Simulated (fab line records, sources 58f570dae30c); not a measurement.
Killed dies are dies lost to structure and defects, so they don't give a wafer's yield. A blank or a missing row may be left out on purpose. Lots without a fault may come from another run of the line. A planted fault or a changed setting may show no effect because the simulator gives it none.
fab line records | flow berkeley_cmos170 | part 2 of 2: steps 28 to 36 of 36
record lots=5 wafers=15 last_day=9
route steps=331 shown V1@255 M2@271
lots that met no fault: from a run of the same line without faults
start_h: hours from the record's first day to the start of the lot's first wafer shown | wait_h: hours since the lot's step before | " the same as in the row above | L1.1+2: a row that stands for several wafers | - no value, or no start given | * or withheld: withheld | < > ~ a bound
route shown NAME@n: a module of which the file shows steps, and the number in the route of the first | usual: mean/standard deviation of fault-free wafers | same: alike in all rows | chamber/n: place in a boat | sites: the reading at each site | _std_site: their standard deviation | _edge_site: outer sites' mean less inner sites' | radius_mm: how far each site lies from the wafer's centre | mask NAME#n: copy n | behind: the tool/chamber that last shaped the wafer | hold: why the lot was held/for how many hours/how that ended | device: the transistor (n, p or np) that didn't switch | end of line: the same wafers' tests at the end of the route | a step without rows: its recipe alone | killed: dies lost to structure and defects at the first sort, not the wafer's yield | map: a wafer's dies, x killed, . not, _ none there
set.NAME: the setting as run; set.NAME@STEP: as run at that earlier step | model.NAME: the simulator's own value behind a step, which no gauge read
lots at some steps of the route; a table a step, a row a wafer
services: from which hour (start_h, from the record's first day; less than 0 if before it) a tool's chamber was out of use, for how many hours, and why
## steps
# step UCB170_M2_SOFTBAKE_11
# recipe resist=KrF temp_c=130 time_s=60
# usual heater_power_total_W=56.81/0.049
# same time_s=60
# columns lot.wafer tool chamber start_h wait_h heater_power_total_W
L074.2 litho_track-04 0 - - 56.77
L074.4 " 0 " " 56.87
L074.5 " 0 " " 56.69
L079.4 litho_track-02 0 - - 56.89
L079.5 " 0 " " 56.78
L079.6 " 0 " " 56.78
L085.2 litho_track-01 0 - - 56.80
L085.5 " 0 " " 56.81
L085.6 " 0 " " 56.78
L082.1 litho_track-01 0 - - 56.81
L082.2 " 0 " " 56.76
L082.3 " 0 " " 56.80
L083.2 litho_track-04 0 - - 56.81
L083.4 " 0 " " 56.80
L083.6 " 0 " " 56.84
# step UCB170_M2_EXPOSE_12
# recipe mask_id=METAL2 target_cd_nm=700 na=0.5 sigma_outer=0.6 source_shape=conventional dose_mj=26
# same sigma_outer=0.6
# columns lot.wafer tool chamber start_h wait_h mask
L074.2+4+5 krf_scanner-02 0 161.53 - METAL2#0
L079.4+5+6 krf_scanner-02 0 191.92 - METAL2#0
L085.2+5+6 krf_scanner-01 0 - - METAL2#0
L082.1+2+3 krf_scanner-01 0 - - METAL2#0
L083.2+4+6 krf_scanner-01 0 - - METAL2#0
# step UCB170_M2_PEB_13
# recipe peb_temp_c=130 peb_time_s=withheld resist=KrF
# usual heater_power_total_W=56.80/0.038
# columns lot.wafer tool chamber start_h wait_h heater_power_total_W
L074.2 litho_track-01 0 161.91 0.4 56.87
L074.4 " 0 " " 56.74
L074.5 " 0 " " 56.86
L079.4 litho_track-01 0 192.15 0.2 56.82
L079.5 " 0 " " 56.75
L079.6 " 0 " " 56.81
L085.2 litho_track-04 0 - - 56.75
L085.5 " 0 " " 56.81
L085.6 " 0 " " 56.82
L082.1 litho_track-04 0 - - 56.81
L082.2 " 0 " " 56.83
L082.3 " 0 " " 56.77
L083.2 litho_track-02 0 - - 56.76
L083.4 " 0 " " 56.82
L083.6 " 0 " " 56.77
# step UCB170_M2_DEVELOP_14
# recipe developer=TMAH develop_time_s=45 resist=KrF dev_temp_c=21
# columns lot.wafer tool chamber start_h wait_h
L074.2+4+5 litho_track-01 0 - -
L079.4+5+6 litho_track-01 0 - -
L085.2+5+6 litho_track-04 0 - -
L082.1+2+3 litho_track-04 0 - -
L083.2+4+6 litho_track-02 0 - -
# step UCB170_M2_CD_MEAS_15
# recipe target_cd_nm=700
# usual cd_nm=700.3/1.3
# columns lot.wafer tool chamber start_h wait_h cd_nm
L074.2 cd_sem-01 - 162.19 - 700.3
L074.4 " - " " 699.9
L074.5 " - " " 701.4
L079.4 cd_sem-01 - 192.41 - 702.5
L079.5 " - " " 702.9
L079.6 " - " " 702.5
L085.2 cd_sem-01 - 213.57 - 698.8
L085.5 " - " " 699.2
L085.6 " - " " 698.7
L082.1 cd_sem-01 - 214.38 - 700.2
L082.2 " - " " 701.6
L082.3 " - " " 700.4
L083.2 cd_sem-01 - 214.52 - 701.9
L083.4 " - " " 700.8
L083.6 " - " " 700.3
# step UCB170_M2_OVL_MEAS_16
# usual M2_OVL=-3/5
# columns lot.wafer tool chamber start_h wait_h M2_OVL[nm]
L074.2 overlay-01 - 162.30 0.1 -3
L074.4 " - " " -4
L074.5 " - " " 2
L079.4 overlay-01 - 192.49 0.1 8
L079.5 " - " " -2
L079.6 " - " " 3
L085.2 overlay-01 - 213.68 0.1 -1
L085.5 " - " " -9
L085.6 " - " " -2
L082.1 overlay-02 - 214.50 0.1 -5
L082.2 " - " " -5
L082.3 " - " " -3
L083.2 overlay-02 - 214.62 0.1 4
L083.4 " - " " 2
L083.6 " - " " 6
# step UCB170_M2_ETCH_17
# recipe chemistry=N2/H2 target_depth_a=withheld overetch_a=withheld target=BARC time_s=withheld source_w=500 bias_w=100 pressure_mtorr=30 n2_flow_sccm=100 h2_flow_sccm=200
# usual drypump_motor_current_A=5.8/0.43 oes_product_au=0.986/0.02 rf_fwd_power_W=494.7/2 throttle_valve_pct=13.33/0.18
# columns lot.wafer tool chamber start_h wait_h drypump_motor_current_A oes_product_au rf_fwd_power_W throttle_valve_pct
L074.2 rie_diel-01 3 162.33 0.0 5.6 0.969 491.1 13.15
L074.4 " 2 " " 5.7 0.969 493.8 13.46
L074.5 " 3 " " 5.7 0.967 492.1 13.15
L079.4 rie_diel-04 2 192.51 0.0 6.3 0.996 496.3 13.53
L079.5 " 1 " " 6.3 1.011 497.5 13.54
L079.6 " 0 " " 5.9 0.978 492.7 13.43
L085.2 rie_diel-04 2 213.71 0.0 6.3 0.994 496.8 13.52
L085.5 " 1 " " 6.3 0.996 496.1 13.53
L085.6 " 2 " " 6.3 0.999 498.7 13.49
L082.1 rie_diel-03 1 214.53 0.0 5.3 1.020 492.6 13.23
L082.2 " 0 " " 6.5 0.974 496.3 13.23
L082.3 " 3 " " 5.6 0.985 495.3 13.52
L083.2 rie_diel-04 3 214.65 0.0 5.3 0.996 495.0 13.00
L083.4 " 0 " " 5.9 0.968 491.0 13.44
L083.6 " 2 " " 6.3 0.992 495.2 13.52
# step UCB170_M2_METAL_ETCH_18
# recipe chemistry=Cl2/BCl3 target=Al stop_on=SiO2 pressure_mtorr=12 target_depth_a=11700 over_etch_frac=0.3 time_s=195 icp_w=600 bias_w=120 Cl2_flow_sccm=90 bcl3_flow_sccm=45
# usual drypump_motor_current_A=5.5/0.39 oes_product_au=0.857/0.017 rf_fwd_power_W=597.5/1.9 throttle_valve_pct=24.39/0.26
# same time_s=195
# columns lot.wafer tool chamber start_h wait_h drypump_motor_current_A oes_product_au rf_fwd_power_W rf_hours_counter_h throttle_valve_pct
L074.2 rie_metal-01 1 162.37 - 6.0 0.888 598.1 10 24.65
L074.4 " 0 " " 5.9 0.840 594.4 - 24.68
L074.5 " 1 " " 6.1 0.887 598.5 - 24.66
L079.4 rie_metal-01 0 192.61 - 5.9 0.826 597.0 - 24.67
L079.5 " 1 " " 6.0 0.887 598.3 - 24.66
L079.6 " 0 " " 5.9 0.848 598.6 - 24.67
L085.2 rie_metal-01 1 213.75 - 6.0 0.871 599.6 12 24.65
L085.5 " 0 " " 5.9 0.822 597.8 - 24.69
L085.6 " 1 " " 6.1 0.872 599.9 - 24.65
L082.1 rie_metal-04 0 214.58 - 5.3 0.850 601.4 13 24.19
L082.2 " 1 " " 5.3 0.855 597.5 3 23.97
L082.3 " 0 " " 5.3 0.855 600.3 - 24.19
L083.2 rie_metal-02 0 214.70 - 5.0 0.857 597.9 6 24.53
L083.4 " 0 " " 5.0 0.851 597.7 - 24.55
L083.6 " 0 " " 5.0 0.853 598.1 - 24.54
# step UCB170_M2_STRIP_19
# recipe chemistry=O2 power_w=400 pressure_mtorr=3500 platen_temp_c=withheld o2_flow_sccm=400 overash_fraction=0.5
# usual drypump_motor_current_A=5.9/0.36 oes_product_au=0.551/0.0079
# columns lot.wafer tool chamber start_h wait_h drypump_motor_current_A oes_product_au rf_hours_counter_h
L074.2 plasma_asher-03 1 162.56 0.1 5.7 0.556 39
L074.4 " 1 " " 5.7 0.556 -
L074.5 " 1 " " 5.7 0.553 -
L079.4 plasma_asher-04 0 192.77 0.1 5.9 0.557 -
L079.5 " 1 " " 6.5 0.546 -
L079.6 " 0 " " 5.9 0.560 -
L085.2 plasma_asher-04 1 214.00 0.2 6.5 0.554 50
L085.5 " 1 " " 6.5 0.555 -
L085.6 " 0 " " 5.9 0.551 -
L082.1 plasma_asher-02 0 214.76 0.1 5.9 0.566 50
L082.2 " 1 " " 5.6 0.542 50
L082.3 " 1 " " 5.6 0.553 -
L083.2 plasma_asher-02 1 214.95 0.2 5.6 0.540 50
L083.4 " 1 " " 5.6 0.547 -
L083.6 " 1 " " 5.5 0.553 -
## services
# columns tool chamber start_h hours kind
cmp-01 - 132.96 0.3 repair
pvd_sputter-04 - 135.64 3.4 repair
wet_bench-02 - 139.94 6.6 repair
cmp-01 - 140.04 7.0 pm
pvd_sputter-03 - 152.03 2.8 repair
rie_diel-01 0 156.01 6.6 repair
pvd_sputter-02 - 157.53 2.8 repair
rie_diel-01 3 162.95 6.2 repair
rie_diel-03 0 164.36 - clean
rie_diel-03 0 164.36 23.3 scheduled_down
krf_scanner-01 - 164.53 0.8 pm
krf_scanner-01 - 167.44 4.0 pm
rie_diel-02 1 168.39 8.0 repair
rie_diel-04 1 179.49 4.3 repair
krf_scanner-02 - 181.15 1.0 pm
cmp-02 - 190.14 2.2 repair
krf_scanner-02 - 190.16 0.8 repair
plasma_asher-02 - 197.89 0.8 repair
rie_diel-01 2 199.48 - clean
rie_diel-01 2 199.48 15.7 scheduled_down
rie_diel-01 2 199.48 15.7 vent_cycle
cmp-02 - 201.30 2.4 repair
krf_scanner-02 - 201.74 1.3 pm
krf_scanner-01 - 210.38 1.3 pm
